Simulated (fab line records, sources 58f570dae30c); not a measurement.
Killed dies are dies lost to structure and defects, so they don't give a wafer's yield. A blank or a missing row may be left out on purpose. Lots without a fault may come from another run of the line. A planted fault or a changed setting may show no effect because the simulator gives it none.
One fault seen from 2 desks | flow berkeley_cmos170 | each desk has only its own numbers; what lay behind them comes last

THE TOOL OWNER'S DESK: rie_diel-03
The tool's own readings at UCB170_ACTIVE_ETCH_15 (etches Si3N4 in CH3F/Ar/O2, stops on SiO2, target depth 242 nm, time 151 s): means of the sampled wafers that have a number, for each lot that ran on this tool. A lot is out of limits, marked OUT, if its mean lies more than 4 standard deviations from the usual mean; the brackets give that distance.
Columns: A = chamber_pressure_mTorr at UCB170_ACTIVE_ETCH_15, usual 49.99 mTorr; B = drypump_motor_current_A at UCB170_ACTIVE_ETCH_15, usual 5.8 A; C = oes_product_au at UCB170_ACTIVE_ETCH_15, usual 0.944 a.u.; D = throttle_valve_pct at UCB170_ACTIVE_ETCH_15, usual 8.08 %
lot  | first seen here | A     | B   | C     | D
L213 | day 5 18:14     | 50.02 | 6.1 | 0.946 | 8.03
L220 | day 7 00:24     | 50.00 | 6.4 | 0.910 | 7.97
L225 | day 8 00:35     | 50.03 | 6.1 | 0.920 | 8.01
This desk's finding: nothing out of limits on any of the 3 lots.

THE METROLOGY DESK
What the gauges read, lot by lot, whatever tool the lot ran on: means of the sampled wafers that have a number. A lot is out of limits, marked OUT, if its mean lies more than 4 standard deviations from the usual mean; the brackets give that distance.
Columns: A = ACTIVE_OXIDE_THK at UCB170_ACTIVE_THK_MEAS_03, usual 26.6 nm; B = ACTIVE_NITRIDE_THK at UCB170_ACTIVE_THK_MEAS_06, usual 220.7 nm; C = cd_nm at UCB170_ACTIVE_CD_MEAS_13, usual 1200.0 nm; D = ACTIVE_OVL at UCB170_ACTIVE_OVL_MEAS_14, usual 3 nm; E = cd_nm at UCB170_ACTIVE_CD_MEAS_90, usual 1200.0 nm; F = PFIELD_OVL at UCB170_PFIELD_OVL_MEAS_06, usual -2 nm; G = PFIELD_TW at UCB170_PFIELD_TW_MEAS_09, usual 600.3
lot  | first seen here | A    | B     | C      | D | E      | F   | G
L213 | day 5 08:11     | 26.9 | 221.2 | 1199.8 | 2 | 1199.6 | -2  | 603.9
L216 | day 5 13:31     | 26.4 | 222.9 | 1199.0 | 7 | 1198.9 | 4   | 597.5
L220 | day 6 15:59     | 28.3 | 218.8 | 1199.4 | 3 | 1199.5 | -6  | 600.5
L225 | day 7 14:58     | 26.3 | 218.5 | 1199.5 | 4 | 1199.2 | -5  | 600.0
L230 | day 8 02:41     | 26.2 | 220.8 | 1198.8 | 4 | 1198.8 | -12 | 597.4
L234 | day 8 19:37     | 27.1 | 219.1 | 1201.3 | 5 | 1201.3 | -1  | 601.4
This desk's finding: nothing out of limits on any of the 6 lots.

PUT TOGETHER
The tool owner's desk saw nothing out of limits.
The metrology desk saw nothing out of limits.

WHAT THE SIMULATOR HAD PUT IN
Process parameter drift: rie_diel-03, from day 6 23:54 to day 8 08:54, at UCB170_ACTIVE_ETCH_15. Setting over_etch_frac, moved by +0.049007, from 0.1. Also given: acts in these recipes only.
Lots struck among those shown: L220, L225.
